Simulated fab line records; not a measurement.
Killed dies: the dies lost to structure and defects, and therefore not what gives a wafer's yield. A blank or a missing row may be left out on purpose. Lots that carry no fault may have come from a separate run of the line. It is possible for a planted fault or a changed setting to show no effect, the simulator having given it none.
fab line records    flow berkeleyCmos170
record lots=4  wafers=12  lastDay=11
route steps=331 shown V1@260 M2@271 V2@292
lots untouched by any fault: they come from a run of this same line in which no faults occurred
startH: start of the lot's first displayed wafer, in hours after the record's first day    waitH: hours since the lot's step before    " as in the row above    L1.1+2: one row covering several wafers at once    - no value present, or no start provided    * or withheld: withheld    < > ~ a bound
route shown NAME@n: NAME is a module with steps in the file, n the number in the route of the first one    usual: mean/standard deviation of fault-free wafers    same: alike in all rows    chamber/n: place in a boat    sites: per-site readings    _std_site: standard deviation of those values    _edge_site: inner sites' mean taken away from outer sites' mean    radiusMm: how far each site lies from the wafer's centre    mask NAME#n: copy n    behind: the last tool/chamber to shape the wafer    hold: cause of the lot's hold/its duration in hours/its outcome    device: which transistor (n, p or np) failed to switch    end of line: the same wafers' tests at the end of the route    for a step that has no rows: nothing shown but its recipe    killed: dies that structure and defects cost at the first sort, which is not the same as the wafer's yield    map: a wafer's dies, x killed, . not, _ none there
set.NAME: the run value of the setting; set.NAME@STEP: its run value at that earlier step    model.NAME: the simulator's own value behind a step, which no gauge read
a table for each step, a row for each wafer; lots at some steps of the route
services: from which hour (startH, from the record's first day; less than 0 if before it) a tool's chamber was out of use, for how many hours, and why
## steps
# step UCB170_V1_HMDS_06
# recipe primeTimeS=60  primeTempC=100
# step UCB170_V1_COAT_07
# recipe resist=KrF  spinRpm=1500  resistThkNm=900
# step UCB170_V1_SOFTBAKE_08
# recipe resist=KrF  tempC=130  timeS=60
# step UCB170_V1_EXPOSE_09
# recipe maskId=VIA1  targetCdNm=700  na=0.5  sigmaOuter=0.6  sourceShape=conventional  doseMj=37
# step UCB170_V1_PEB_10
# recipe pebTempC=130  pebTimeS=withheld  resist=KrF
# step UCB170_V1_DEVELOP_11
# recipe developer=TMAH  developTimeS=45  resist=KrF  devTempC=21
# step UCB170_V1_ETCH_14
# recipe chemistry=CHF3/CF4/Ar  target=SiO2  stopOn=Al  CHF3_flow_sccm=45  cf4FlowSccm=15  Ar_flow_sccm=150  pressureMtorr=200  rfW=700  targetDepthA=12500  overEtchFrac=0.25  timeS=291
# step UCB170_V1_STRIP_15
# recipe chemistry=O2  powerW=400  pressureMtorr=3500  platenTempC=withheld  o2FlowSccm=400  overashFraction=0.5
# step UCB170_M2_PRE_CLEAN_00
# recipe gas=Ar  precleanEtchTimeS=60
# step UCB170_M2_SPUTTER_01
# recipe material=Al  targetThkNm=900  timeS=120  powerW=6000  chamberPressurePa=0.5
# usual chamberPressurePa=0.5000/0.001  throttleValvePct=29.9/0.86
lot.wafer  tool           chamber  startH  waitH  chamberPressurePa  throttleValvePct  model.Al_of_M2_SPUTTER_01.thkNm
L331.1     pvdSputter-02  -        188.97  0.0    0.5007             30.6              902.2
L331.2     "              -        "       "      0.4993             29.8              895.1
L331.6     "              -        "       "      0.5009             30.5              904.6
L340.4     pvdSputter-02  -        231.29  0.0    0.5781             27.6              868.9
L340.5     "              -        "       "      0.5774             28.0              867.6
L340.6     "              -        "       "      0.5790             28.4              875.8
L342.4     pvdSputter-03  -        242.26  0.0    0.4995             29.2              899.9
L342.5     "              -        "       "      0.5003             29.4              901.3
L342.6     "              -        "       "      0.5009             29.0              895.9
L341.1     pvdSputter-02  -        242.36  0.0    0.5782             26.1              862.5
L341.4     "              -        "       "      0.5782             28.1              853.3
L341.5     "              -        "       "      0.5805             28.5              867
# step UCB170_M2_RS_MEAS_02
# recipe thkMeasGauge=four-point-probe  reads=Al_of_M2_SPUTTER_01
# usual M2_AL_RS=0.0321/0.00032
lot.wafer  tool          chamber  startH  waitH  M2_AL_RS[ohm/sq]
L331.1     filmMetro-02  -        189.05  0.0    0.0320
L331.2     "             -        "       "      0.0323
L331.6     "             -        "       "      0.0318
L340.4     filmMetro-04  -        231.43  0.1    0.0332
L340.5     "             -        "       "      0.0333
L340.6     "             -        "       "      0.0330
L342.4     filmMetro-02  -        242.41  0.1    0.0321
L342.5     "             -        "       "      0.0321
L342.6     "             -        "       "      0.0322
L341.1     filmMetro-03  -        242.44  0.0    0.0336
L341.4     "             -        "       "      0.0340
L341.5     "             -        "       "      0.0334
# step UCB170_M2_THK_MEAS_03
# recipe thkMeasGauge=xrf  reads=Al_of_M2_SPUTTER_01
# usual M2_AL_THK=920/11
lot.wafer  tool          chamber  startH  waitH  M2_AL_THK[nm]
L331.1     filmMetro-02  -        189.17  0.1    916
L331.2     "             -        "       "      913
L331.6     "             -        "       "      913
L340.4     filmMetro-04  -        231.52  0.1    888
L340.5     "             -        "       "      891
L340.6     "             -        "       "      895
L342.4     filmMetro-02  -        242.50  0.1    913
L342.5     "             -        "       "      913
L342.6     "             -        "       "      916
L341.1     filmMetro-03  -        242.56  0.1    878
L341.4     "             -        "       "      866
L341.5     "             -        "       "      879
# step UCB170_M2_HMDS_04
# recipe primeTimeS=60  primeTempC=100
# step UCB170_M2_COAT_05
# recipe resist=KrF  spinRpm=1500  resistThkNm=900
# step UCB170_M2_SOFTBAKE_06
# recipe resist=KrF  tempC=130  timeS=60
# step UCB170_M2_STRIP_07
# recipe chemistry=O2  powerW=400  pressureMtorr=3500  platenTempC=withheld  o2FlowSccm=400  overashFraction=0.5
# step UCB170_M2_STRIP_08
# recipe chemistry=DMSO  tempC=80  timeS=600  material=KrF
# step UCB170_M2_COAT_09
# recipe resist=BARC  tempC=withheld  timeS=withheld  spinRpm=3000  resistThkNm=withheld
# step UCB170_M2_COAT_10
# recipe resist=KrF  spinRpm=1500  resistThkNm=900
# step UCB170_M2_SOFTBAKE_11
# recipe resist=KrF  tempC=130  timeS=60
# step UCB170_M2_EXPOSE_12
# recipe maskId=METAL2  targetCdNm=700  na=0.5  sigmaOuter=0.6  sourceShape=conventional  doseMj=26
# step UCB170_M2_PEB_13
# recipe pebTempC=130  pebTimeS=withheld  resist=KrF
# step UCB170_M2_DEVELOP_14
# recipe developer=TMAH  developTimeS=45  resist=KrF  devTempC=21
# step UCB170_M2_ETCH_17
# recipe chemistry=N2/H2  targetDepthA=withheld  overetchA=withheld  target=BARC  timeS=withheld  sourceW=500  biasW=100  pressureMtorr=30  n2FlowSccm=100  h2FlowSccm=200
# step UCB170_M2_METAL_ETCH_18
# recipe chemistry=Cl2/BCl3  target=Al  stopOn=SiO2  pressureMtorr=12  targetDepthA=11700  overEtchFrac=0.3  timeS=195  icpW=600  biasW=120  Cl2_flow_sccm=90  bcl3FlowSccm=45
# usual bcl3FlowSccm=45.01/0.12  drypumpMotorCurrentA=6.10/0.29  oesProductAu=0.844/0.011  throttleValvePct=24.41/0.16
# same overEtchFrac=0.3
lot.wafer  tool         chamber  startH  waitH  bcl3FlowSccm  drypumpMotorCurrentA  oesProductAu  rfHoursCounterH  throttleValvePct  model.M2.featureDepthNm  model.etch.depthNm
L331.1     rieMetal-02  1        191.10  -      44.99         5.95                  0.862         10               24.61             958.7                    902.2
L331.2     "            0        "       "      45.02         6.63                  0.837         5                24.60             952.3                    895.1
L331.6     "            0        "       "      44.93         6.59                  0.848         -                24.59             961.8                    904.6
L340.4     rieMetal-01  0        233.83  -      45.19         6.07                  0.828         -                24.25             925.3                    868.9
L340.5     "            1        "       "      44.89         6.24                  0.825         -                24.37             922.2                    867.6
L340.6     "            0        "       "      45.20         6.07                  0.829         -                24.24             932.5                    875.8
L342.4     rieMetal-02  1        245.16  -      45.33         5.99                  0.849         -                24.61             956.4                    899.9
L342.5     "            1        "       "      45.07         5.98                  0.856         -                24.61             957.6                    901.3
L342.6     "            0        "       "      44.97         6.61                  0.839         -                24.61             953.2                    895.9
L341.1     rieMetal-01  1        245.21  -      44.95         6.23                  0.831         4                24.38             918.2                    862.5
L341.4     "            0        "       "      45.15         6.06                  0.817         -                24.25             910.5                    853.3
L341.5     "            0        "       "      45.24         6.04                  0.813         -                24.25             923.8                    867
# step UCB170_M2_STRIP_19
# recipe chemistry=O2  powerW=400  pressureMtorr=3500  platenTempC=withheld  o2FlowSccm=400  overashFraction=0.5
# step UCB170_V2_CVD_00
# recipe material=SiO2  targetThkNm=2000  tempC=390  precursor=TEOS/O2  timeS=250  rfW=550  pressureMtorr=9000
# step UCB170_V2_CMP_02
# recipe material=SiO2  downForcePsi=6  platenRpm=60  padVelocityMS=0.75398
# step UCB170_V2_CLEAN_05
# recipe chemistry=DIW
# step UCB170_V2_HMDS_06
# recipe primeTimeS=60  primeTempC=100
# step UCB170_V2_COAT_07
# recipe resist=KrF  spinRpm=1500  resistThkNm=900
# step UCB170_V2_SOFTBAKE_08
# recipe resist=KrF  tempC=130  timeS=60
# step UCB170_V2_EXPOSE_09
# recipe maskId=VIA2  targetCdNm=700  na=0.5  sigmaOuter=0.6  sourceShape=conventional  doseMj=37
# step UCB170_V2_ETCH_14
# recipe chemistry=CHF3/CF4/Ar  target=SiO2  stopOn=Al  CHF3_flow_sccm=45  cf4FlowSccm=15  Ar_flow_sccm=150  pressureMtorr=200  rfW=700  targetDepthA=12500  overEtchFrac=0.25  timeS=291
# usual drypumpMotorCurrentA=5.5/0.44  mfcArSccm=150.1/0.51  oesProductAu=0.868/0.013  throttleValvePct=6.91/0.13
# same overEtchFrac=0.25
lot.wafer  tool        chamber  startH  waitH  drypumpMotorCurrentA  mfcArSccm  oesProductAu  rfHoursCounterH  throttleValvePct  model.Al_of_M2_SPUTTER_01.thkNm
L331.1     rieDiel-02  1        194.19  0.0    5.4                   149.8      0.875         118              6.91              902.2
L331.2     "           0        "       "      5.0                   149.6      0.875         86               6.80              895.1
L331.6     "           2        "       "      6.0                   149.3      0.881         -                6.99              904.6
L340.4     rieDiel-01  1        236.45  0.1    5.3                   149.7      0.875         -                6.72              868.9
L340.5     "           0        "       "      5.9                   149.5      0.876         -                6.73              867.6
L340.6     "           3        "       "      5.4                   149.9      0.846         -                6.89              875.7
L342.4     rieDiel-01  3        248.01  0.1    5.4                   150.4      0.854         -                6.89              899.8
L342.5     "           1        "       "      5.3                   149.8      0.869         -                6.71              901.3
L342.6     "           0        "       "      5.9                   149.8      0.885         -                6.74              895.9
L341.1     rieDiel-02  0        248.50  0.0    5.0                   150.1      0.874         89               6.81              862.5
L341.4     "           1        "       "      5.3                   150.6      0.874         121              6.93              853.3
L341.5     "           2        "       "      5.9                   150.5      0.871         -                6.97              867
## services
tool           chamber  startH  hours  kind
pvdSputter-03  -        173.29  4.3    repair
pvdSputter-03  -        182.94  12.2   repair
rieDiel-02     3        188.18  9.8    repair
rieDiel-01     -        201.42  14.6   pm
rieDiel-02     3        222.04  -      clean
rieDiel-02     3        222.04  20.6   scheduledDown
rieDiel-02     3        222.04  20.6   ventCycle
rieDiel-01     2        227.31  22.2   repair
## key
firstSign step=UCB170_M2_SPUTTER_01  reading=chamberPressurePa  direction=up  sigmas=79  usual=0.5000  struck=0.5786
effect step=UCB170_M2_SPUTTER_01  reading=throttleValvePct  direction=down  sigmas=2.5  usual=29.9  struck=27.8
effect step=UCB170_M2_RS_MEAS_02  reading=M2_AL_RS  direction=up  sigmas=4.2  usual=0.0321  struck=0.0334
effect step=UCB170_M2_THK_MEAS_03  reading=M2_AL_THK  direction=down  sigmas=3.4  usual=920  struck=883
modelEffect step=UCB170_M2_SPUTTER_01  value=Al_of_M2_SPUTTER_01.thkNm  without=905.7  struck=865.9
modelEffect step=UCB170_M2_METAL_ETCH_18  value=M2.featureDepthNm  without=961.9  struck=922.1
modelEffect step=UCB170_V2_ETCH_14  value=Al_of_M2_SPUTTER_01.thkNm  without=911.2  struck=871.4
metAt UCB170_M2_SPUTTER_01
struckWafers L340.4,L340.5,L340.6,L341.1,L341.4,L341.5
onsetBetween 188.97 231.29
fault kind=processParameterDrift  tool=pvdSputter-02  chamber=-  onsetH=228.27  steps=UCB170_M2_SPUTTER_01  channel=chamberPressurePa  offset=0.078496  shape=step  endH=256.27  actsIn=theseRecipesOnly  stated=0.5
